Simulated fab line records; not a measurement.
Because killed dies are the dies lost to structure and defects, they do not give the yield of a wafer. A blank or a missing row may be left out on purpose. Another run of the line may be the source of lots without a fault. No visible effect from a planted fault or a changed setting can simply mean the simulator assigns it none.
One fault seen from 2 desks / flow berkeley cmos170 / only its own numbers are on each desk; what lay behind them is given at the end

== FROM THE METROLOGY DESK ==
Lot by lot, what the gauges showed, no matter which tool ran the lot: averages of those sampled wafers that carry a number. Any lot whose mean is over 4 standard deviations away from the usual mean is out of limits and marked OUT; that distance is given in the brackets.
Columns: A = SILICIDE_TI_RS at UCB170_SILICIDE_RS_MEAS_02, usual 27.14 ohm/sq; B = SILICIDE_TI_THK at UCB170_SILICIDE_THK_MEAS_03, usual 28.9 nm; C = M1_AL_RS at UCB170_M1_RS_MEAS_01, usual 0.0484 ohm/sq; D = M1_AL_THK at UCB170_M1_THK_MEAS_02, usual 601 nm
lot=L339; first seen here=day 6 17:53; A=27.08; B=28.9; C=0.0488; D=594
lot=L341; first seen here=day 7 02:43; A=27.38; B=28.6; C=0.0476; D=613
lot=L340; first seen here=day 7 03:04; A=27.29; B=28.7; C=0.0481; D=601
lot=L342; first seen here=day 7 12:41; A=27.14; B=28.9; C=0.0494; D=590
lot=L344; first seen here=day 8 02:25; A=27.28; B=29.0; C=0.0484; D=603
lot=L346; first seen here=day 8 12:20; A=27.14; B=29.3; C=0.0475; D=610
lot=L347; first seen here=day 8 12:28; A=27.03; B=28.8; C=0.0486; D=600
lot=L349; first seen here=day 9 04:28; A=27.57; B=28.1; C=0.0483; D=605
lot=L351; first seen here=day 9 04:50; A=27.30; B=28.9; C=0.0481; D=609
lot=L350; first seen here=day 9 04:59; A=27.58; B=28.5; C=0.0483; D=607
lot=L352; first seen here=day 9 05:20; A=27.17; B=28.9; C=0.0486; D=594
lot=L353; first seen here=day 9 15:02; A=27.27; B=28.8; C=0.0485; D=601
lot=L357; first seen here=day 10 09:05; A=27.25; B=28.6; C=0.0480; D=601
lot=L359; first seen here=day 11 00:52; A=27.16; B=29.0; C=0.0475; D=613
Result from this desk: across the 14 lots, nothing is out of limits.

== DESK OF THE TOOL OWNER: pvd sputter-03 ==
The tool's own readings at UCB170_M1_SPUTTER_00 (material Al, target thk 600 nm, time 80 s): means of the sampled wafers that have a number, for each lot that ran on this tool. Any lot whose mean is over 4 standard deviations away from the usual mean is out of limits and marked OUT; that distance is given in the brackets.
Columns: A = throttle valve pct at UCB170_M1_SPUTTER_00, usual 30.1 %
lot=L339; first seen here=day 6 22:57; A=29.5
lot=L340; first seen here=day 7 09:43; A=30.0
lot=L347; first seen here=day 8 19:05; A=29.8
lot=L351; first seen here=day 9 09:34; A=29.8
lot=L350; first seen here=day 9 11:49; A=29.0
lot=L357; first seen here=day 10 14:56; A=28.9
lot=L359; first seen here=day 11 06:44; A=29.2
Result from this desk: across the 7 lots, nothing is out of limits.

== ALL TOGETHER ==
At the metrology desk, nothing out of limits was observed.
The tool owner's desk saw nothing out of limits.

== WHAT HAD BEEN PUT IN BY THE SIMULATOR ==
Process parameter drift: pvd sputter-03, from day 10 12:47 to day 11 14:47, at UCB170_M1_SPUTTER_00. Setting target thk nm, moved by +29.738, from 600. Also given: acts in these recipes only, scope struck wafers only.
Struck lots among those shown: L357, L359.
